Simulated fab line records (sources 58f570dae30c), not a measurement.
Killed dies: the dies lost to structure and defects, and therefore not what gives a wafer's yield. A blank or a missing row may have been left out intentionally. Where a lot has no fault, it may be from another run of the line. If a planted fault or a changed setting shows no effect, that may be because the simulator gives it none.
fab line records -- flow berkeley_cmos170 -- part 2 of 2: steps 32 to 41 of 41
record lots=5, wafers=15, last_day=13
route steps=331 shown M2@271 V2@292 M3@309
lots with no fault: from the same line, run without faults
start_h: start of the lot's first displayed wafer, in hours after the record's first day -- wait_h: hours since the lot's step before -- " the same as in the row above -- L1.1+2: a row that stands for several wafers -- - either no value or no given start -- * or withheld: withheld -- < > ~ a bound
route shown NAME@n: names a module that has steps shown in the file, with the first one's number in the route -- usual: average and standard deviation across the fault-free wafers -- same: alike in all rows -- chamber/n: place in a boat -- sites: the reading at each site -- _std_site: the values' standard deviation -- _edge_site: outer sites' mean less inner sites' -- radius_mm: how far each site lies from the wafer's centre -- mask NAME#n: copy n -- behind: the last tool/chamber to shape the wafer -- hold: reason for holding the lot/hours on hold/outcome of the hold -- device: the transistor (n, p or np) that didn't switch -- end of line: at the end of the route, the tests of the same wafers -- a step without rows: its recipe alone -- killed: dies lost to structure and defects at the first sort, not the wafer's yield -- map: shows each die of a wafer: x if killed, . if not, _ if none is there
set.NAME: the setting that was run; set.NAME@STEP: the one run at that earlier step -- model.NAME: the simulator's own value behind a step, which no gauge read
lots seen at some steps along the route; tables by step, rows by wafer
services: the hour from which a tool's chamber was out of use, counted from the record's first day as start_h (under 0 if before that day), plus the number of hours and why
## steps
# step UCB170_V2_PEB_10
# recipe peb_temp_c=130, peb_time_s=withheld, resist=KrF
lot.wafer,tool,chamber,start_h,wait_h
L075.1+2+4,litho_track-04,0,178.81,0.5
L080.2+4+5,litho_track-04,0,202.71,0.1
L091.2+4+5,litho_track-03,0,267.00,0.5
L090.3+4+6,litho_track-03,0,-,-
L095.1+4+5,litho_track-04,0,313.90,0.9
# step UCB170_V2_DEVELOP_11
# recipe developer=TMAH, develop_time_s=45, resist=KrF, dev_temp_c=21
lot.wafer,tool,chamber,start_h,wait_h
L075.1+2+4,litho_track-04,0,-,-
L080.2+4+5,litho_track-04,0,-,-
L091.2+4+5,litho_track-03,0,-,-
L090.3+4+6,litho_track-03,0,-,-
L095.1+4+5,litho_track-04,0,-,-
# step UCB170_V2_CD_MEAS_12
# recipe target_cd_nm=700
# usual cd_nm=699.5/1.5
lot.wafer,tool,chamber,start_h,wait_h,cd_nm
L075.1,cd_sem-01,-,179.08,-,701.2
L075.2,cd_sem-01,-,179.08,-,701.8
L075.4,cd_sem-01,-,179.08,-,701.4
L080.2,cd_sem-02,-,202.98,-,701.2
L080.4,cd_sem-02,-,202.98,-,700.9
L080.5,cd_sem-02,-,202.98,-,701.1
L091.2,cd_sem-01,-,267.31,-,698.3
L091.4,cd_sem-01,-,267.31,-,698.2
L091.5,cd_sem-01,-,267.31,-,698.5
L090.3,cd_sem-01,-,282.89,-,700.8
L090.4,cd_sem-01,-,282.89,-,701.2
L090.6,cd_sem-01,-,282.89,-,700.6
L095.1,cd_sem-01,-,314.17,-,698.8
L095.4,cd_sem-01,-,314.17,-,697.2
L095.5,cd_sem-01,-,314.17,-,698.6
# step UCB170_V2_OVL_MEAS_13
# usual V2_OVL=0/7
lot.wafer,tool,chamber,start_h,wait_h,V2_OVL[nm]
L075.1,overlay-01,-,179.20,0.1,4
L075.2,overlay-01,-,179.20,0.1,-2
L075.4,overlay-01,-,179.20,0.1,-7
L080.2,overlay-01,-,203.08,0.1,-3
L080.4,overlay-01,-,203.08,0.1,1
L080.5,overlay-01,-,203.08,0.1,-4
L091.2,overlay-01,-,267.41,0.1,6
L091.4,overlay-01,-,267.41,0.1,6
L091.5,overlay-01,-,267.41,0.1,3
L090.3,overlay-01,-,282.98,0.1,4
L090.4,overlay-01,-,282.98,0.1,-3
L090.6,overlay-01,-,282.98,0.1,-2
L095.1,overlay-02,-,314.29,0.1,-3
L095.4,overlay-02,-,314.29,0.1,5
L095.5,overlay-02,-,314.29,0.1,-4
# step UCB170_V2_ETCH_14
# recipe chemistry=CHF3/CF4/Ar, target=SiO2, stop_on=Al, CHF3_flow_sccm=45, cf4_flow_sccm=15, Ar_flow_sccm=150, pressure_mtorr=200, rf_w=700, target_depth_a=12500, over_etch_frac=0.25, time_s=291
# usual drypump_motor_current_A=5.5/0.37, oes_product_au=0.876/0.012, throttle_valve_pct=6.95/0.11
lot.wafer,tool,chamber,start_h,wait_h,drypump_motor_current_A,oes_product_au,rf_hours_counter_h,throttle_valve_pct
L075.1,rie_diel-01,2,179.24,0.0,6.0,0.848,9,6.96
L075.2,rie_diel-01,1,179.24,0.0,5.7,0.883,4,6.94
L075.4,rie_diel-01,3,179.24,0.0,5.5,0.880,129,6.94
L080.2,rie_diel-04,0,203.11,0.0,6.1,0.884,0,6.79
L080.4,rie_diel-04,2,203.11,0.0,5.8,0.901,61,6.73
L080.5,rie_diel-04,2,203.11,0.0,5.9,0.902,-,6.75
L091.2,rie_diel-01,2,267.44,0.0,6.0,0.857,13,6.94
L091.4,rie_diel-01,0,267.44,0.0,4.8,0.884,2,6.99
L091.5,rie_diel-01,1,267.44,0.0,5.7,0.880,-,6.96
L090.3,rie_diel-03,2,283.00,0.0,5.7,0.881,22,7.11
L090.4,rie_diel-03,3,283.00,0.0,5.0,0.878,111,6.83
L090.6,rie_diel-03,3,283.00,0.0,5.0,0.874,-,6.85
L095.1,rie_diel-03,0,314.33,0.0,5.7,0.868,84,7.12
L095.4,rie_diel-03,1,314.33,0.0,5.4,0.892,56,6.86
L095.5,rie_diel-03,0,314.33,0.0,5.7,0.863,-,7.12
# step UCB170_V2_STRIP_15
# recipe chemistry=O2, power_w=400, pressure_mtorr=3500, platen_temp_c=withheld, o2_flow_sccm=400, overash_fraction=0.5
# usual drypump_motor_current_A=6.03/0.2, oes_product_au=0.722/0.0045, strip_time_to_endpoint_s=15.31/0.089
lot.wafer,tool,chamber,start_h,wait_h,drypump_motor_current_A,oes_product_au,rf_hours_counter_h,strip_time_to_endpoint_s
L075.1,plasma_asher-01,0,179.41,0.1,6.01,0.719,6,15.41
L075.2,plasma_asher-01,1,179.41,0.1,6.22,0.729,6,15.49
L075.4,plasma_asher-01,0,179.41,0.1,5.97,0.724,-,15.46
L080.2,plasma_asher-01,0,203.29,0.1,5.95,0.723,9,15.39
L080.4,plasma_asher-01,1,203.29,0.1,6.22,0.721,-,15.28
L080.5,plasma_asher-01,0,203.29,0.1,5.95,0.724,-,15.35
L091.2,plasma_asher-03,0,267.62,0.1,5.97,0.715,51,15.24
L091.4,plasma_asher-03,0,267.62,0.1,5.97,0.726,-,15.29
L091.5,plasma_asher-03,0,267.62,0.1,5.97,0.723,-,15.51
L090.3,plasma_asher-01,1,283.21,0.1,6.24,0.724,-,15.28
L090.4,plasma_asher-01,0,283.21,0.1,5.94,0.723,-,15.22
L090.6,plasma_asher-01,1,283.21,0.1,6.23,0.715,-,15.30
L095.1,plasma_asher-04,0,314.51,0.1,6.33,0.725,59,15.16
L095.4,plasma_asher-04,1,314.51,0.1,5.73,0.712,-,15.16
L095.5,plasma_asher-04,1,314.51,0.1,5.74,0.729,-,15.19
# step UCB170_V2_CD_MEAS_90
# recipe target_cd_nm=700
# usual cd_nm=699.3/1.5
lot.wafer,tool,chamber,start_h,wait_h,cd_nm
L075.1,cd_sem-02,-,179.51,0.1,701.8
L075.2,cd_sem-02,-,179.51,0.1,701.0
L075.4,cd_sem-02,-,179.51,0.1,701.2
L080.2,cd_sem-02,-,203.48,0.2,700.8
L080.4,cd_sem-02,-,203.48,0.2,700.1
L080.5,cd_sem-02,-,203.48,0.2,700.5
L091.2,cd_sem-01,-,267.74,0.1,698.2
L091.4,cd_sem-01,-,267.74,0.1,698.3
L091.5,cd_sem-01,-,267.74,0.1,698.0
L090.3,cd_sem-01,-,283.32,0.1,700.6
L090.4,cd_sem-01,-,283.32,0.1,701.3
L090.6,cd_sem-01,-,283.32,0.1,700.5
L095.1,cd_sem-02,-,314.61,0.1,699.0
L095.4,cd_sem-02,-,314.61,0.1,697.9
L095.5,cd_sem-02,-,314.61,0.1,698.9
# step UCB170_M3_PRE_CLEAN_00
# recipe gas=Ar, preclean_etch_time_s=60
lot.wafer,tool,chamber,start_h,wait_h
L075.1+2+4,pvd_sputter-03,-,179.63,0.1
L080.2+4+5,pvd_sputter-02,-,203.58,0.1
L091.2+4+5,pvd_sputter-03,-,267.84,0.1
L090.3+4+6,pvd_sputter-03,-,283.40,0.1
L095.1+4+5,pvd_sputter-03,-,314.73,0.1
# step UCB170_M3_SPUTTER_01
# recipe material=Al, target_thk_nm=900, time_s=120, power_w=6000, chamber_pressure_pa=0.5
# usual throttle_valve_pct=30.0/0.76
lot.wafer,tool,chamber,start_h,wait_h,throttle_valve_pct
L075.1,pvd_sputter-03,-,179.70,0.0,29.8
L075.2,pvd_sputter-03,-,179.70,0.0,30.3
L075.4,pvd_sputter-03,-,179.70,0.0,30.5
L080.2,pvd_sputter-02,-,203.65,0.0,29.1
L080.4,pvd_sputter-02,-,203.65,0.0,29.1
L080.5,pvd_sputter-02,-,203.65,0.0,29.3
L091.2,pvd_sputter-03,-,267.91,0.0,29.8
L091.4,pvd_sputter-03,-,267.91,0.0,30.7
L091.5,pvd_sputter-03,-,267.91,0.0,30.5
L090.3,pvd_sputter-03,-,283.47,0.0,30.2
L090.4,pvd_sputter-03,-,283.47,0.0,30.4
L090.6,pvd_sputter-03,-,283.47,0.0,29.7
L095.1,pvd_sputter-03,-,314.79,0.0,30.5
L095.4,pvd_sputter-03,-,314.79,0.0,30.5
L095.5,pvd_sputter-03,-,314.79,0.0,30.2
# step UCB170_M3_RS_MEAS_02
# recipe thk_meas_gauge=four-point-probe, reads=Al_of_M3_SPUTTER_01
# usual M3_AL_RS=0.0322/0.00038
lot.wafer,tool,chamber,start_h,wait_h,M3_AL_RS[ohm/sq]
L075.1,film_metro-04,-,179.78,0.0,0.0323
L075.2,film_metro-04,-,179.78,0.0,0.0320
L075.4,film_metro-04,-,179.78,0.0,0.0322
L080.2,film_metro-01,-,203.75,0.1,0.0321
L080.4,film_metro-01,-,203.75,0.1,0.0323
L080.5,film_metro-01,-,203.75,0.1,0.0321
L091.2,film_metro-03,-,268.01,0.1,0.0316
L091.4,film_metro-03,-,268.01,0.1,0.0319
L091.5,film_metro-03,-,268.01,0.1,0.0318
L090.3,film_metro-04,-,283.59,0.1,0.0323
L090.4,film_metro-04,-,283.59,0.1,0.0323
L090.6,film_metro-04,-,283.59,0.1,0.0324
L095.1,film_metro-01,-,314.88,0.0,0.0329
L095.4,film_metro-01,-,314.88,0.0,0.0332
L095.5,film_metro-01,-,314.88,0.0,0.0330
## services
tool,chamber,start_h,hours,kind
plasma_asher-02,-,159.91,15.6,pm
rie_diel-03,-,164.75,0.6,repair
krf_scanner-02,-,193.28,4.0,pm
rie_diel-01,1,203.44,3.9,repair
plasma_asher-02,-,207.04,11.3,repair
plasma_asher-01,-,213.28,0.9,repair
krf_scanner-02,-,215.21,1.0,pm
krf_scanner-02,-,218.14,1.3,pm
cmp-02,-,218.89,1.1,repair
pvd_sputter-04,-,222.41,13.0,repair
rie_diel-01,-,232.19,2.8,pm
plasma_asher-03,-,232.69,2.1,repair
cmp-02,-,233.31,4.0,pm
rie_diel-03,-,235.83,0.6,repair
krf_scanner-01,-,237.00,1.0,pm
krf_scanner-01,-,240.52,1.5,repair
plasma_asher-03,-,243.55,7.9,repair
krf_scanner-01,-,244.83,0.8,pm
cmp-02,-,257.73,3.8,pm
rie_diel-01,2,261.38,6.0,repair
krf_scanner-01,-,285.40,1.3,pm
krf_scanner-02,-,296.44,0.8,pm
plasma_asher-01,-,299.66,3.3,repair
krf_scanner-02,-,311.93,0.9,repair
